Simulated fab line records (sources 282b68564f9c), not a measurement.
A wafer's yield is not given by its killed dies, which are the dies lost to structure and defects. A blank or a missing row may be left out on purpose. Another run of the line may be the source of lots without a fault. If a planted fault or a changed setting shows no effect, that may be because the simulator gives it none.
A lot that was struck, set against a sound lot + flow rit cmos + 15 out of 202 route steps
Sound: wafers L450.1, L450.2, L450.6. Struck: wafers L451.1, L451.4, L451.6. At the end, the cause is stated.
At each step with rows: each side's tool, then ch and its chambers, then its first start. Under that, the readings that differ: sound wafers + struck wafers + difference of the means + sigmas: that difference in standard deviations of wafers without a fault.
alike: a reading whose means differ by less than 2 such deviations, as well as words and numbers matching on both sides. not compared: withheld readings; readings where some wafer has no value; bounds like >300 that might hide an equal value; numbers whose values overlap and for which the record gives no deviation.
Wherever a step has rows on one side only, a row that says differs or no value, or a row with sigmas, the two part there. Numbers that don't overlap but have no deviation are shown without sigmas and don't part them. A reading that every wafer of one side lacks parts them only if that side has two wafers or more.

first, 2 steps without rows for these wafers: RIT_SDANNEAL_CLEAN_01 (cleans in dHF, time 30 s); RIT_SDANNEAL_CLEAN_02 (cleans in SC2, time 600 s).
RIT_SDANNEAL_RTA_03: time 5 s.
  sound on rtp anneal-02 ch 0, day 5 23:01; struck on rtp anneal-01 ch 0, day 6 10:22
  alike: wafer_temp_C_max
RIT_SDANNEAL_RS_MEAS_04: a four-point-probe measurement.
  struck on film metro-01, day 6 10:25; sound on film metro-01, day 5 23:05
  alike: PSD_RS
RIT_SDANNEAL_RS_MEAS_05: a four-point-probe measurement.
  struck on film metro-01, day 6 10:32; sound on film metro-01, day 5 23:12
  alike: NSD_RS
RIT_SDANNEAL_RS_MEAS_06: a four-point-probe measurement.
  struck on film metro-01, day 6 10:40; sound on film metro-01, day 5 23:19
| reading          | sound             | struck            | difference | sigmas |
|------------------|-------------------|-------------------|------------|--------|
| PLDD_RS (ohm/sq) | 178.4 178.6 178.7 | 179.2 179.7 180.3 | +1.2       | +2     |
RIT_SDANNEAL_RS_MEAS_07: a four-point-probe measurement.
  struck on film metro-01, day 6 10:47; sound on film metro-01, day 5 23:26
  alike: NLDD_RS
then, 1 step without rows for these wafers: RIT_SILICIDE_WET_ETCH_00 (etches SiO2 in BOE, target depth 14 nm, time 15 s).
RIT_SILICIDE_SPUTTER_01: material Ti, target thk 30 nm, time 240 s.
  struck on pvd sputter-02, day 6 10:55; sound on pvd sputter-03, day 5 23:34
  alike: throttle valve pct
RIT_SILICIDE_RS_MEAS_02: a four-point-probe measurement.
  struck on film metro-04, day 6 11:04; sound on film metro-03, day 5 23:43
  alike: SILICIDE_TI_RS
RIT_SILICIDE_THK_MEAS_03: measures by xrf.
  struck on film metro-04, day 6 11:11; sound on film metro-03, day 5 23:50
  alike: SILICIDE_TI_THK
RIT_SILICIDE_RTA_04: time 10 s, ramp up 5 s, ramp down 5 s.
  sound on rtp anneal-01 ch 0, day 5 23:54; struck on rtp anneal-02 ch 0, day 6 11:14
  alike: wafer_temp_C_max
RIT_SILICIDE_WET_ETCH_05: etches Ti in SPM, time 120 s.
  sound on wet bench-03 ch 2, day 5 23:58; struck on wet bench-01 ch 0, day 6 11:19
| reading          | sound       | struck   | difference | sigmas |
|------------------|-------------|----------|------------|--------|
| run length s (s) | 145 145 145 | 87 87 87 | -58        | -19    |
RIT_SILICIDE_RTA_06: time 10 s, ramp up 5 s, ramp down 10 s.
  sound on rtp anneal-02 ch 0, day 6 00:01; struck on rtp anneal-01 ch 0, day 6 11:21
  alike: wafer_temp_C_max
RIT_M1_PROBE_99:
  the record has rows for the struck wafers here (prober-02, day 6 17:54) and none for the sound ones

WHERE THEY PART
First at RIT_SDANNEAL_RS_MEAS_06; last, within this record, at RIT_M1_PROBE_99.

WHY: what had been put in by the simulator
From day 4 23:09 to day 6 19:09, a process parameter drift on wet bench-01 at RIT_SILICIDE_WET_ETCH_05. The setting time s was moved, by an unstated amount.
